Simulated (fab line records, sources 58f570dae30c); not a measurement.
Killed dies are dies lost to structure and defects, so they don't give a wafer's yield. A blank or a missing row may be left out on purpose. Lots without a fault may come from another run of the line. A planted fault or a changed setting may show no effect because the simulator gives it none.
Problem report in the 8D (eight disciplines) form, filled by code | flow berkeley_cmos170 | the parts of the form that need people (team, actions taken, sign-off) are left out

1. THE PROBLEM
dose_ions_cm2 at UCB170_NVT_IMPLANT_07 reads a mean of 3e+12 on 6 wafers of 2 lots; wafers without a fault read 3e+12 with a standard deviation of 3.2e+09. That is -76 standard deviations from the usual mean.
First seen on wafer L926.2, day 10 04:53, on implanter-03. The record holds 42 wafers of 14 lots with a number at this step. Rule for "out", or "out of limits": more than 4 standard deviations from the usual mean. The other wafers with a number count as sound.

2. WHAT IT IS AND WHAT IT IS NOT
question                    | is                     | is not
which readings at this step | dose_ions_cm2          | -
which lots                  | L926, L927             | L910, L911, L912, L913, L916, L917, L919, L920, L925, L930, L931, L932
which wafers of those lots  | all that have a number | -
read on which tools         | implanter-03           | implanter-02, implanter-04
when                        | from day 10 04:53      | up to then (27 sound wafers); but 9 sound wafers of L930, L931, L932 came after

3. SUSPECTS, AND WHAT RULES EACH OUT
Counting: a tool at a process step up to the reading stays a suspect if it ran every lot that is out and no sound lot after the first of them.
- implanter-03 at UCB170_NVT_IMPLANT_07: kept. It ran every lot that is out, first L926 (day 10 04:53), and no sound lot after that; its last sound lot up to then is L920 (day 8 05:22). Its own readings are out on those wafers: dose_ions_cm2.
Left after counting: implanter-03 at UCB170_NVT_IMPLANT_07.

4. THE CAUSE (what the simulator had put in)
Process parameter drift: implanter-03, from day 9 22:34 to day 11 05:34, at UCB170_NVT_IMPLANT_07. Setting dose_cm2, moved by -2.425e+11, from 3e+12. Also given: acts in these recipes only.
Counting left only this tool.

5. THE CHAIN OF EFFECTS, in route order
Each row: a reading whose mean over the struck wafers that have a number lies more than 3 standard deviations from the usual. Only readings for which the record gives a usual standard deviation are gone through. hours: the time from each lot's start at the first step in this table that gives one to its start at this step, as a median over the lots. sigmas: the change in usual standard deviations.
hours | step                  | reading            | usual | on struck wafers | change | sigmas
0     | UCB170_NVT_IMPLANT_07 | dose_ions_cm2      | 3e+12 | 3e+12            | -2e+11 | -76
0     | UCB170_NVT_IMPLANT_07 | faraday_current_uA | 9.52  | 8.66             | -0.86  | -4.5
The process steps in it:
- UCB170_NVT_IMPLANT_07

6. WHAT WOULD HAVE CAUGHT IT SOONER
In this record the first reading out of limits was taken at day 10 04:53, 6 hours after the fault began at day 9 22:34.
